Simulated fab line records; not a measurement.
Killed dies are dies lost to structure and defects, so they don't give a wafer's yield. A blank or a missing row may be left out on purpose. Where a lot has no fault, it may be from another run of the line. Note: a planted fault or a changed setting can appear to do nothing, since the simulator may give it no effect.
One fault seen from 2 desks || flow berkeley_cmos170 || only its own numbers are on each desk; what lay behind them is given at the end

THE METROLOGY DESK
What the gauges read for every lot (on any tool): the sampled wafers with a number, averaged. A lot is out of limits, marked OUT, if its mean lies more than 4 standard deviations from the usual mean; the brackets give that distance.
Columns: A = cd_nm at UCB170_GATE_CD_MEAS_90, usual 349.9 nm; B = cd_nm at UCB170_PLDD_CD_MEAS_06, usual 1199.8 nm; C = PLDD_OVL at UCB170_PLDD_OVL_MEAS_07, usual -2 nm
{"lot": "L848", "first seen here": "day 6 06:29", "A": 348.6, "B": 1200.4, "C": -10}
{"lot": "L852", "first seen here": "day 7 10:49", "A": 349.1, "B": 1199.7, "C": 1}
{"lot": "L853", "first seen here": "day 7 22:35", "A": 350.1, "B": 1202.5, "C": -2}
{"lot": "L855", "first seen here": "day 7 22:40", "A": 349.6, "B": 1201.0, "C": 2}
{"lot": "L854", "first seen here": "day 7 22:48", "A": 351.1, "B": 1197.9, "C": -1}
{"lot": "L856", "first seen here": "day 8 02:50", "A": 353.5, "B": 1201.2, "C": 1}
{"lot": "L869", "first seen here": "day 10 13:22", "A": 351.0, "B": 1198.7, "C": -5}
This desk found nothing out of limits on any of the 7 lots.

THE TOOL OWNER'S DESK: implanter-02
UCB170_PLDD_IMPLANT_09, tool's own readings: per-lot mean of the sampled wafers with a number, covering each lot this tool ran. A lot is out of limits, marked OUT, if its mean lies more than 4 standard deviations from the usual mean; the brackets give that distance.
Columns: A = beam_energy_keV at UCB170_PLDD_IMPLANT_09, usual 10.000
{"lot": "L848", "first seen here": "day 6 08:11", "A": 10.003}
{"lot": "L852", "first seen here": "day 7 13:16", "A": "10.222 (+63) OUT"}
{"lot": "L853", "first seen here": "day 8 00:19", "A": "10.218 (+62) OUT"}
{"lot": "L854", "first seen here": "day 8 00:37", "A": "10.224 (+64) OUT"}
{"lot": "L869", "first seen here": "day 10 15:57", "A": 10.000}
This desk finds L852, L853, L854 out of limits, L852 being first, at day 7 13:16 (beam_energy_keV at UCB170_PLDD_IMPLANT_09). In limits: L848, L869.

BROUGHT TOGETHER
The tool owner's desk had the chance to raise an alarm at day 7 13:16 on L852, L853, L854.
Nothing out of limits was seen by the metrology desk.
The metrology desk holds a record of L852, L853, L854, inside its limits.
All the named lots went through UCB170_PLDD_IMPLANT_09 on implanter-02.

WHAT THE SIMULATOR PUT IN
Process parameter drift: implanter-02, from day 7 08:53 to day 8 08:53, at UCB170_PLDD_IMPLANT_09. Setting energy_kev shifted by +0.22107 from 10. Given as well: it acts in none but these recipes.
Lots struck among those shown: L852, L853, L854.
Each desk's first reading out of limits, in hours after the fault started: the tool owner's desk, 4.
